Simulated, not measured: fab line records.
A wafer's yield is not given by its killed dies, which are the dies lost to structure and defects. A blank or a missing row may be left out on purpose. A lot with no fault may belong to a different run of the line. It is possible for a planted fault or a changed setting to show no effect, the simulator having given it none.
Comparing a struck lot with a sound one | flow rit-cmos | 44 out of 202 route steps
Sound: these wafers, L311.2, L311.4, L311.5. Wafers L324.3, L324.5, L324.6 were the ones struck. At the end, the cause is stated.
For every step that has rows: the tool of each side, followed by ch and its chambers, followed by its first start. Under that, the readings that differ: sound wafers | struck wafers | difference of the means | sigmas: that difference in standard deviations of wafers without a fault.
alike: a reading whose means differ by less than 2 such deviations, as well as words and numbers matching on both sides. not compared: withheld readings; readings where some wafer has no value; bounds like >300 that might hide an equal value; numbers whose values overlap and for which the record gives no deviation.
The two part at a step that has a row with sigmas, a row that says differs or no value, or rows on one side only. Numbers that don't overlap but have no deviation are shown without sigmas and don't part them. Lack of a reading on every wafer of one side parts them only where that side has two or more wafers.

first, 1 step without rows for these wafers: RIT_PRETRO_IMPLANT_08.
RIT_PRETRO_STRIP_09: strips in O2, time 180 s.
  sound on plasma-asher-01 ch 0,1, day 3 13:32; struck on plasma-asher-04 ch 0,1, day 5 20:48
  alike: drypump-motor-current-A, o2-flow-sccm
  not compared: rf-hours-counter-h
RIT_PRETRO_TW_MEAS_10:
  sound on film-metro-02 at day 3 13:43; struck on film-metro-04 at day 5 20:56
  alike: PRETRO_TW
then, 5 steps without rows for these wafers: RIT_GATE_WET_ETCH_00 (etches SiO2 in BOE, target depth 56 nm, time 60 s); RIT_GATE_CLEAN_01 (cleans in SC1, time 600 s); RIT_GATE_CLEAN_02 (cleans in dHF, time 30 s); RIT_GATE_CLEAN_03 (cleans in SC2, time 600 s); RIT_GATE_CLEAN_04 (cleans in dHF, time 60 s).
RIT_FOX2_THK_MEAS_91:
  sound on film-metro-01 at day 3 14:11; struck on film-metro-04 at day 5 21:26
  alike: FIELD_OXIDE_LEFT_2_THK
then, 2 steps without rows for these wafers: RIT_GATE_OXIDATION_05 (target thk 3 nm, ox time 270 s); RIT_GATE_ANNEAL_06 (time 600 s).
RIT_GATE_THK_MEAS_07:
  sound on film-metro-04 at day 3 15:35; struck on film-metro-01 at day 5 22:49
  alike: GATE_OXIDE_THK
RIT_GATE_CVD_08: deposits poly-Si from SiH4, target thk 250 nm, time 2220 s.
  sound on lpcvd-01 ch 0, day 3 15:38; struck on lpcvd-01 ch 1, day 5 22:51
  reading                                  | sound             | struck            | difference | sigmas
  pressure-mtorr (mTorr)                   | 299.0 299.4 298.6 | 449.5 450.7 449.3 | +150.8     | +99 or more
  model.poly-Si_of_GATE_CVD_08.thk-nm (nm) | 253.3 252.7 251.1 | 306.9 304.5 308.2 | +54.2      |
  alike: sih4-flow-sccm
RIT_GATE_THK_MEAS_09:
  sound on film-metro-04 at day 3 17:15; struck on film-metro-02 at day 6 00:29
  reading            | sound             | struck            | difference | sigmas
  GATE_POLY_THK (nm) | 253.4 252.7 251.0 | 306.8 304.4 308.2 | +54.1      | +22
then, 6 steps without rows for these wafers: RIT_GATE_HMDS_10 (prime time 60 s); RIT_GATE_COAT_11 (resist thk 850 nm); RIT_GATE_SOFTBAKE_12 (time 60 s); RIT_GATE_EXPOSE_13 (exposes mask M6, target cd 150 nm); RIT_GATE_PEB_14; RIT_GATE_DEVELOP_15 (develop time 50 s).
RIT_GATE_CD_MEAS_16 targets a cd of 150 nm.
  sound on cd-sem-02 at day 3 18:22; struck on cd-sem-01 at day 6 01:33
  alike: cd-nm
RIT_GATE_OVL_MEAS_17:
  sound on overlay-01 at day 3 18:29; struck on overlay-02 at day 6 01:38
  alike: GATE_OVL
then, 1 step without rows for these wafers: RIT_GATE_HARDBAKE_18 (time 60 s).
RIT_GATE_ETCH_19: etches poly-Si in SF6/CHF3/O2, stops on SiO2, time 165 s, target depth 312.5 nm.
  sound on rie-si-02 ch 0,1, day 3 18:40; struck on rie-si-01 ch 2,3, day 6 01:49
  reading                          | sound             | struck            | difference | sigmas
  oes-product-au (a.u.)            | 0.851 0.857 0.846 | 0.985 0.969 0.998 | +0.133     | +12
  model.GATE.feature-depth-nm (nm) | 253.3 252.7 251.1 | 306.9 304.5 308.2 | +54.2      |
  model.etch.depth-nm (nm)         | 253.3 252.7 251.1 | 306.9 304.5 308.2 | +54.2      |
  alike: drypump-motor-current-A, throttle-valve-pct
  not compared: rf-hours-counter-h
RIT_GATE_STRIP_20: strips in O2, time 180 s.
  sound on plasma-asher-03 ch 0,1, day 3 18:46; struck on plasma-asher-01 ch 0,1, day 6 01:59
  alike: drypump-motor-current-A, o2-flow-sccm
  not compared: rf-hours-counter-h
RIT_GATE_CD_MEAS_90 targets a cd of 150 nm.
  sound on cd-sem-01 at day 3 18:58; struck on cd-sem-01 at day 6 02:08
  alike: cd-nm
then, 4 steps without rows for these wafers: RIT_REOX_CLEAN_00 (cleans in SC1, time 600 s); RIT_REOX_CLEAN_01 (cleans in dHF, time 30 s); RIT_REOX_CLEAN_02 (cleans in SC2, time 600 s); RIT_REOX_OXIDATION_03 (target thk 25.2 nm, ox time 5580 s).
RIT_REOX_THK_MEAS_04:
  sound on film-metro-02 at day 3 22:56; struck on film-metro-02 at day 6 05:09
  alike: REOX_OXIDE_THK
then, 6 steps without rows for these wafers: RIT_NLDD_HMDS_00 (prime time 60 s); RIT_NLDD_COAT_01 (resist thk 1000 nm); RIT_NLDD_SOFTBAKE_02 (time 60 s); RIT_NLDD_EXPOSE_03 (exposes mask M7, target cd 40700 nm); RIT_NLDD_PEB_04; RIT_NLDD_DEVELOP_05 (develop time 50 s).
RIT_NLDD_OVL_MEAS_06:
  sound on overlay-02 at day 3 23:50; struck on overlay-02 at day 6 06:03
  reading       | sound       | struck      | difference | sigmas
  NLDD_OVL (nm) | 4.2 2.8 3.0 | 0.0 1.0 0.5 | -2.8       | -2
then, 2 steps without rows for these wafers: RIT_NLDD_HARDBAKE_07 (time 60 s); RIT_NLDD_IMPLANT_08.
RIT_NLDD_STRIP_09: strips in O2, time 180 s.
  sound on plasma-asher-04 ch 0,1, day 4 00:10; struck on plasma-asher-02 ch 0,1, day 6 06:26
  alike: drypump-motor-current-A, o2-flow-sccm
  not compared: rf-hours-counter-h
RIT_NLDD_TW_MEAS_10:
  sound on film-metro-03 at day 4 00:21; struck on film-metro-03 at day 6 06:34
  alike: NLDD_TW
RIT_SDANNEAL_CLEAN_02: cleans in SC2, time 600 s.
  sound on wet-bench-03 ch 3, day 4 09:04; struck on wet-bench-03 ch 1, day 6 13:57
  reading                                  | sound             | struck            | difference | sigmas
  model.poly-Si_of_GATE_CVD_08.thk-nm (nm) | 167.6 165.7 164.3 | 219.5 217.5 221.7 | +53.7      |
  alike: temp-c
RIT_M1_PROBE_99:
  sound on prober-01 at day 4 17:17; struck on prober-02 at day 6 21:52
  reading                                     | sound             | struck            | difference | sigmas
  model.etest.pmos-turned.r-on-ohm-um         | 3429 3431 3461    | 3852 3819 3912    | +421       |
  model.etest.nmos_0p3.r-on-ohm-um            | 2156 2156 2163    | 2221 2208 2232    | +62        |
  model.etest.nmos-turned.drive-ua-um         | 329.4 332.7 327.9 | 235.2 239.2 232   | -94.5      |
  model.etest.pmos-turned.drive-ua-um         | 187.3 189.2 188.3 | 154 154.4 149.3   | -36        |
  model.etest.nmos_0p15.drive-ua-um           | 479.9 473.3 468.1 | 448.8 450.7 446.3 | -25.2      |
  model.etest.nmos-narrow.drive-ua-um         | 221.6 221.8 221.7 | 217.6 215.3 213.4 | -6.3       |
  model.etest.nmos_0p3.drive-ua-um            | 226.3 223.9 225.9 | 217.6 217.4 215.2 | -8.6       |
  model.etest.poly-comb-over-steps.over-limit | 0 0 0             | 1 1 1             | +1         |

## WHERE THEY PART
First at RIT_GATE_CVD_08; last, within this record, at RIT_NLDD_OVL_MEAS_06. Later steps at which nothing parts them and some readings are alike: RIT_NLDD_STRIP_09, RIT_NLDD_TW_MEAS_10, RIT_SDANNEAL_CLEAN_02.

WHY: what had been put in by the simulator
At RIT_GATE_CVD_08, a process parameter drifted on lpcvd-01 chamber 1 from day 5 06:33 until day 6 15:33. The setting pressure-mtorr was moved by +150, starting from 300. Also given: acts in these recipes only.
